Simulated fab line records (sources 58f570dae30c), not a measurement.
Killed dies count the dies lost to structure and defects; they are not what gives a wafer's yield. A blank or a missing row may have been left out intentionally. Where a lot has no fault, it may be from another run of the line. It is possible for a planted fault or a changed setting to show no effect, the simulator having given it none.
The tool behind it: which one? :: flow berkeleyCmos170 :: Sampling: 13 lots, 39 wafers, 5 of 331 route steps

## WHAT THE GAUGES SHOWED, per wafer
UCB170_NWELL_THK_MEAS_05. Usual: for NWELL_NITRIDE_THK the level is 223.4 nm and the standard deviation is 2.
lot: L441
measured: day 2 03:05
on: filmMetro-02
NWELL_NITRIDE_THK (nm): 222.0 222.2 222.5
flag: 

lot: L442
measured: day 2 11:16
on: filmMetro-01
NWELL_NITRIDE_THK (nm): 220.8 221.0 222.6
flag: 

lot: L443
measured: day 2 19:10
on: filmMetro-01
NWELL_NITRIDE_THK (nm): 223.6 223.2 222.1
flag: 

lot: L444
measured: day 3 05:41
on: filmMetro-04
NWELL_NITRIDE_THK (nm): 225.4 222.4 226.4
flag: 

lot: L445
measured: day 3 05:42
on: filmMetro-01
NWELL_NITRIDE_THK (nm): 218.0 222.5 220.2
flag: 

lot: L446
measured: day 3 13:59
on: filmMetro-01
NWELL_NITRIDE_THK (nm): 222.9 222.1 222.3
flag: 

lot: L447
measured: day 3 21:26
on: filmMetro-04
NWELL_NITRIDE_THK (nm): 223.0 224.9 225.0
flag: 

lot: L448
measured: day 4 05:32
on: filmMetro-02
NWELL_NITRIDE_THK (nm): 225.1 223.5 225.1
flag: 

lot: L452
measured: day 4 19:33
on: filmMetro-01
NWELL_NITRIDE_THK (nm): 220.0 223.3 221.3
flag: 

lot: L454
measured: day 5 02:58
on: filmMetro-04
NWELL_NITRIDE_THK (nm): 224.7 224.6 222.8
flag: 

lot: L455
measured: day 5 11:12
on: filmMetro-04
NWELL_NITRIDE_THK (nm): 225.7 224.8 228.2
flag: 

lot: L456
measured: day 5 18:02
on: filmMetro-04
NWELL_NITRIDE_THK (nm): 223.3 221.1 223.7
flag: 

lot: L463
measured: day 7 05:09
on: filmMetro-02
NWELL_NITRIDE_THK (nm): 222.4 223.6 224.3
flag: 

UCB170_NWELL_OVL_MEAS_12. Usual: for NWELL_OVL the level is -1 nm and the standard deviation is 6.2.
lot: L441
measured: day 2 04:35
on: overlay-01
NWELL_OVL (nm): 6 4 1
flag: 

lot: L442
measured: day 2 12:32
on: overlay-02
NWELL_OVL (nm): 0 0 -3
flag: 

lot: L443
measured: day 2 20:41
on: overlay-02
NWELL_OVL (nm): -4 -4 1
flag: 

lot: L444
measured: day 3 06:50
on: overlay-01
NWELL_OVL (nm): 3 5 8
flag: 

lot: L445
measured: day 3 06:43
on: overlay-02
NWELL_OVL (nm): -1 -7 -1
flag: 

lot: L446
measured: day 3 15:27
on: overlay-01
NWELL_OVL (nm): 4 -1 1
flag: 

lot: L447
measured: day 3 23:57
on: overlay-01
NWELL_OVL (nm): 1 -1 -5
flag: 

lot: L448
measured: day 4 06:50
on: overlay-02
NWELL_OVL (nm): -3 -10 -7
flag: 

lot: L452
measured: day 4 20:47
on: overlay-01
NWELL_OVL (nm): 2 3 -6
flag: 

lot: L454
measured: day 5 04:43
on: overlay-02
NWELL_OVL (nm): -4 -7 -4
flag: 

lot: L455
measured: day 5 12:13
on: overlay-01
NWELL_OVL (nm): 9 0 12
flag: 

lot: L456
measured: day 5 19:04
on: overlay-02
NWELL_OVL (nm): -4 -5 -10
flag: 

lot: L463
measured: day 7 06:23
on: overlay-01
NWELL_OVL (nm): -2 -7 -2
flag: 

UCB170_ACTIVE_THK_MEAS_06. Usual: for ACTIVE_NITRIDE_THK the level is 218.7 nm and the standard deviation is 2.1.
lot: L441
measured: day 3 22:40
on: filmMetro-01
ACTIVE_NITRIDE_THK (nm): 219.1 218.9 220.2
flag: 

lot: L442
measured: day 4 10:27
on: filmMetro-02
ACTIVE_NITRIDE_THK (nm): 222.2 219.9 220.8
flag: 

lot: L443
measured: day 4 17:31
on: filmMetro-02
ACTIVE_NITRIDE_THK (nm): 223.1 220.6 220.3
flag: 

lot: L444
measured: day 5 03:04
on: filmMetro-02
ACTIVE_NITRIDE_THK (nm): 216.9 216.5 215.4
flag: 

lot: L445
measured: day 5 03:05
on: filmMetro-03
ACTIVE_NITRIDE_THK (nm): 217.6 220.7 218.6
flag: 

lot: L446
measured: day 5 11:41
on: filmMetro-02
ACTIVE_NITRIDE_THK (nm): 217.0 214.7 215.7
flag: 

lot: L447
measured: day 5 21:23
on: filmMetro-01
ACTIVE_NITRIDE_THK (nm): 220.8 220.1 220.6
flag: 

lot: L448
measured: day 5 21:23
on: filmMetro-03
ACTIVE_NITRIDE_THK (nm): 218.5 216.5 218.7
flag: 

lot: L452
measured: day 6 18:06
on: filmMetro-01
ACTIVE_NITRIDE_THK (nm): 218.6 219.3 218.0
flag: 

lot: L454
measured: day 7 07:05
on: filmMetro-03
ACTIVE_NITRIDE_THK (nm): 218.7 218.8 220.4
flag: 

lot: L455
measured: day 7 15:35
on: filmMetro-02
ACTIVE_NITRIDE_THK (nm): 213.2 215.3 213.8
flag: 

lot: L456
measured: day 7 18:28
on: filmMetro-03
ACTIVE_NITRIDE_THK (nm): 218.4 220.4 222.5
flag: 

lot: L463
measured: day 9 08:50
on: filmMetro-01
ACTIVE_NITRIDE_THK (nm): 216.0 216.3 216.7
flag: 

UCB170_ACTIVE_CD_MEAS_13: target cd 1200 nm. Usual: 1200.1 nm for cdNm, sd 1.2.
lot: L441
measured: day 4 01:35
on: cdSem-02
cdNm (nm): 1201.5 1201.2 1200.5
flag: 

lot: L442
measured: day 4 12:46
on: cdSem-01
cdNm (nm): 1201.1 1200.1 1201.3
flag: 

lot: L443
measured: day 4 18:33
on: cdSem-02
cdNm (nm): 1200.1 1199.2 1201.4
flag: 

lot: L444
measured: day 5 04:52
on: cdSem-02
cdNm (nm): 1200.7 1200.2 1199.2
flag: 

lot: L445
measured: day 5 04:58
on: cdSem-01
cdNm (nm): 1198.9 1198.3 1198.5
flag: 

lot: L446
measured: day 5 12:43
on: cdSem-02
cdNm (nm): 1200.0 1201.1 1201.7
flag: 

lot: L447
measured: day 5 22:17
on: cdSem-02
cdNm (nm): 1199.0 1201.1 1200.0
flag: 

lot: L448
measured: day 5 22:39
on: cdSem-02
cdNm (nm): 1200.9 1200.0 1198.4
flag: 

lot: L452
measured: day 6 19:08
on: cdSem-01
cdNm (nm): 1200.9 1198.8 1200.6
flag: 

lot: L454
measured: day 7 07:59
on: cdSem-02
cdNm (nm): 1198.8 1198.4 1198.3
flag: 

lot: L455
measured: day 7 16:29
on: cdSem-01
cdNm (nm): 1285.5 1284.4 1285.1
flag: OFF

lot: L456
measured: day 7 19:32
on: cdSem-01
cdNm (nm): 1202.0 1202.4 1200.9
flag: 

lot: L463
measured: day 9 10:26
on: cdSem-01
cdNm (nm): 1200.2 1200.6 1200.0
flag: 

## EACH LOT AND THE TOOL THAT RAN IT (in order: tool; ch and the chambers of the sampled wafers; start)
lot: L441
UCB170_ACTIVE_EXPOSE_10: krfScanner-01 ch 0, day 4 00:20

lot: L442
UCB170_ACTIVE_EXPOSE_10: krfScanner-02 ch 0, day 4 11:45

lot: L443
UCB170_ACTIVE_EXPOSE_10: krfScanner-01 ch 0, day 4 18:10

lot: L444
UCB170_ACTIVE_EXPOSE_10: krfScanner-01 ch 0, day 5 03:55

lot: L445
UCB170_ACTIVE_EXPOSE_10: krfScanner-01 ch 0, day 5 04:19

lot: L446
UCB170_ACTIVE_EXPOSE_10: krfScanner-02 ch 0, day 5 12:20

lot: L447
UCB170_ACTIVE_EXPOSE_10: krfScanner-02 ch 0, day 5 21:54

lot: L448
UCB170_ACTIVE_EXPOSE_10: krfScanner-01 ch 0, day 5 22:16

lot: L452
UCB170_ACTIVE_EXPOSE_10: krfScanner-01 ch 0, day 6 18:44

lot: L454
UCB170_ACTIVE_EXPOSE_10: krfScanner-02 ch 0, day 7 07:36

lot: L455
UCB170_ACTIVE_EXPOSE_10: krfScanner-02 ch 0, day 7 16:06

lot: L456
UCB170_ACTIVE_EXPOSE_10: krfScanner-01 ch 0, day 7 19:08

lot: L463
UCB170_ACTIVE_EXPOSE_10: krfScanner-02 ch 0, day 9 09:55
- UCB170_ACTIVE_EXPOSE_10: exposes mask ACTIVE, target cd 1200 nm.

## AS READ BY THE TOOLS THEMSELVES (means over the sampled wafers that have a number; for cases with no such wafer, the mark the record gives instead)
The record holds no such reading with a usual standard deviation.

## THE ANSWER, worked out from the rows above alone
Rule: take the mean of a lot's wafers that have a number; if it is more than 3 standard deviations from the usual mean, the lot is off. Also off: a lot with no number at a reading for which 4 or more lots have one. The other lots that the step has rows for count as sound. The gauges are gone through in route order, then the tools' own readings, and for those a lot's mean is taken as printed above. At the first step where some lot is off, the reading lying furthest off is the one used; lots without a number count as furthest.
Off at UCB170_ACTIVE_CD_MEAS_13 (cdNm): L455.
A tool fits if, at a process step before that reading, it ran every lot that is off, and no sound lot after the first of them. Gauges at UCB170_ACTIVE_CD_MEAS_13: tried the same way as those tools. No candidate that was tried fits.

## WHAT THE SIMULATOR HAD INSERTED
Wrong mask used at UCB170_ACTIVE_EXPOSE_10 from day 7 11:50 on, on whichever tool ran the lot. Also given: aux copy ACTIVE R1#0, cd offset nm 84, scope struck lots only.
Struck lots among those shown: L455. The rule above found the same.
